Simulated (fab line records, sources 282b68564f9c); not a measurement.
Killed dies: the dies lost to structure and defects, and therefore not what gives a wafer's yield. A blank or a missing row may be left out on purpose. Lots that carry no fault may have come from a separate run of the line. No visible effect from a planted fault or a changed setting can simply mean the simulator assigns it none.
Struck lot and sound lot, side by side | flow ritCmos | 44 steps out of a route of 202
Sound: wafers L407.1, L407.3, L407.6. Struck: wafers L427.1, L427.3, L427.6. The cause is named last.
For every step that has rows: the tool of each side, followed by ch and its chambers, followed by its first start. Under that, the readings that differ: sound wafers | struck wafers | difference of the means | sigmas: that difference in standard deviations of wafers without a fault.
alike: readings with means less than 2 such deviations apart, plus words and numbers identical on both sides. not compared: withheld readings, readings lacking a value on some wafer, bounds such as >300 that could conceal the same value, and numbers that have no deviation in the record and whose values overlap.
A row with sigmas, a row that says differs or no value, or rows on one side alone: a step with any of these is where the two part. Numbers that have no deviation but don't overlap get no sigmas and don't part them. A reading that every wafer of one side lacks parts them only if that side has two wafers or more.

first, 1 step without rows for these wafers: RIT_PRETRO_IMPLANT_08.
RIT_PRETRO_STRIP_09: strips in O2, time 180 s.
  sound on plasmaAsher-01 ch 1, day 2 08:42; struck on plasmaAsher-01 ch 0,1, day 6 14:57
  alike: drypumpMotorCurrentA
  not compared: rfHoursCounterH
RIT_PRETRO_TW_MEAS_10:
  struck on filmMetro-03, day 6 15:08; sound on filmMetro-04, day 2 08:53
  alike: PRETRO_TW
then, 5 steps without rows for these wafers: RIT_GATE_WET_ETCH_00 (etches SiO2 in BOE, target depth 56 nm, time 60 s); RIT_GATE_CLEAN_01 (cleans in SC1, time 600 s); RIT_GATE_CLEAN_02 (cleans in dHF, time 30 s); RIT_GATE_CLEAN_03 (cleans in SC2, time 600 s); RIT_GATE_CLEAN_04 (cleans in dHF, time 60 s).
RIT_FOX2_THK_MEAS_91:
  struck on filmMetro-03, day 6 15:37; sound on filmMetro-04, day 2 09:22
  alike: FIELD_OXIDE_LEFT_2_THK
then, 2 steps without rows for these wafers: RIT_GATE_OXIDATION_05 (target thk 3 nm, ox time 270 s); RIT_GATE_ANNEAL_06 (time 600 s).
RIT_GATE_THK_MEAS_07:
  struck on filmMetro-03, day 6 17:18; sound on filmMetro-03, day 2 13:08
  alike: GATE_OXIDE_THK
RIT_GATE_CVD_08: deposits poly-Si from SiH4, target thk 250 nm, time 2220 s.
  sound on lpcvd-01 ch 0, day 2 13:12; struck on lpcvd-02 ch 1, day 6 17:22
reading                                 | sound         | struck            | difference | sigmas
model.poly-Si_of_GATE_CVD_08.thkNm (nm) | 254 253 251.3 | 261.3 261.4 260.7 | +8.4       | 
RIT_GATE_THK_MEAS_09:
  struck on filmMetro-02, day 6 18:59; sound on filmMetro-04, day 2 14:49
reading            | sound             | struck            | difference | sigmas
GATE_POLY_THK (nm) | 254.0 253.1 251.2 | 261.4 261.4 260.7 | +8.4       | +4
then, 6 steps without rows for these wafers: RIT_GATE_HMDS_10 (prime time 60 s); RIT_GATE_COAT_11 (resist thk 850 nm); RIT_GATE_SOFTBAKE_12 (time 60 s); RIT_GATE_EXPOSE_13 (exposes mask M6, target cd 150 nm); RIT_GATE_PEB_14; RIT_GATE_DEVELOP_15 (develop time 50 s).
RIT_GATE_CD_MEAS_16: target cd 150 nm.
  struck on cdSem-02, day 6 19:53; sound on cdSem-02, day 2 15:44
  alike: cdNm
RIT_GATE_OVL_MEAS_17:
  struck on overlay-01, day 6 20:01; sound on overlay-02, day 2 15:51
  alike: GATE_OVL
then, 1 step without rows for these wafers: RIT_GATE_HARDBAKE_18 (time 60 s).
RIT_GATE_ETCH_19: etches poly-Si in SF6/CHF3/O2, stops on SiO2, time 165 s, target depth 312.5 nm.
  sound on rieSi-02 ch 0,2,3, day 2 16:13; struck on rieSi-02 ch 0,2, day 6 20:12
reading                        | sound         | struck            | difference | sigmas
model.etch.depthNm (nm)        | 254 253 251.3 | 261.3 261.4 260.7 | +8.4       | 
model.GATE.featureDepthNm (nm) | 254 253 251.3 | 261.3 261.4 260.7 | +8.4       | 
  alike: CHF3_flow_sccm, drypumpMotorCurrentA, oesProductAu, throttleValvePct
  not compared: rfHoursCounterH
RIT_GATE_STRIP_20: strips in O2, time 180 s.
  sound on plasmaAsher-04 ch 0,1, day 2 16:19; struck on plasmaAsher-04 ch 0,1, day 6 20:18
  alike: drypumpMotorCurrentA
  not compared: rfHoursCounterH
RIT_GATE_CD_MEAS_90: target cd 150 nm.
  struck on cdSem-02, day 6 20:29; sound on cdSem-01, day 2 16:29
  alike: cdNm
then, 4 steps without rows for these wafers: RIT_REOX_CLEAN_00 (cleans in SC1, time 600 s); RIT_REOX_CLEAN_01 (cleans in dHF, time 30 s); RIT_REOX_CLEAN_02 (cleans in SC2, time 600 s); RIT_REOX_OXIDATION_03 (target thk 25.2 nm, ox time 5580 s).
RIT_REOX_THK_MEAS_04:
  struck on filmMetro-01, day 7 01:29; sound on filmMetro-01, day 2 21:55
  alike: REOX_OXIDE_THK
then, 6 steps without rows for these wafers: RIT_NLDD_HMDS_00 (prime time 60 s); RIT_NLDD_COAT_01 (resist thk 1000 nm); RIT_NLDD_SOFTBAKE_02 (time 60 s); RIT_NLDD_EXPOSE_03 (exposes mask M7, target cd 40700 nm); RIT_NLDD_PEB_04; RIT_NLDD_DEVELOP_05 (develop time 50 s).
RIT_NLDD_OVL_MEAS_06:
  struck on overlay-02, day 7 02:31; sound on overlay-01, day 2 22:56
  alike: NLDD_OVL
then, 2 steps without rows for these wafers: RIT_NLDD_HARDBAKE_07 (time 60 s); RIT_NLDD_IMPLANT_08.
RIT_NLDD_STRIP_09: strips in O2, time 180 s.
  sound on plasmaAsher-02 ch 0,1, day 2 23:17; struck on plasmaAsher-02 ch 1, day 7 02:51
  alike: drypumpMotorCurrentA
  not compared: rfHoursCounterH
RIT_NLDD_TW_MEAS_10:
  struck on filmMetro-03, day 7 03:02; sound on filmMetro-02, day 2 23:27
  alike: NLDD_TW
RIT_SDANNEAL_CLEAN_02: cleans in SC2, time 600 s.
  sound on wetBench-04 ch 2, day 3 06:28; struck on wetBench-01 ch 0, day 7 10:45
reading                                 | sound           | struck          | difference | sigmas
model.poly-Si_of_GATE_CVD_08.thkNm (nm) | 169 168.4 166.2 | 175 174.4 175.1 | +7         | 
RIT_M1_PROBE_99:
  struck on prober-01, day 7 18:15; sound on prober-01, day 3 14:11
reading                                    | sound               | struck               | difference | sigmas
model.etest.polyCombOverSteps.leakLog10AUm | -12.69 -12.37 -12.9 | -12.34 -11.62 -11.95 | +0.68      | 
  alike: killedAtContacts, killedAtFrontEnd, killedDies, killedOpen, killedShort

WHERE THEY PART
Only at RIT_GATE_THK_MEAS_09, as far as this record shows. Later steps at which nothing parts them and some readings are alike: RIT_GATE_CD_MEAS_16, RIT_GATE_OVL_MEAS_17, RIT_GATE_ETCH_19, RIT_GATE_STRIP_20, RIT_GATE_CD_MEAS_90, RIT_REOX_THK_MEAS_04, RIT_NLDD_OVL_MEAS_06, RIT_NLDD_STRIP_09, RIT_NLDD_TW_MEAS_10, RIT_M1_PROBE_99.

WHY: the cause the simulator had injected
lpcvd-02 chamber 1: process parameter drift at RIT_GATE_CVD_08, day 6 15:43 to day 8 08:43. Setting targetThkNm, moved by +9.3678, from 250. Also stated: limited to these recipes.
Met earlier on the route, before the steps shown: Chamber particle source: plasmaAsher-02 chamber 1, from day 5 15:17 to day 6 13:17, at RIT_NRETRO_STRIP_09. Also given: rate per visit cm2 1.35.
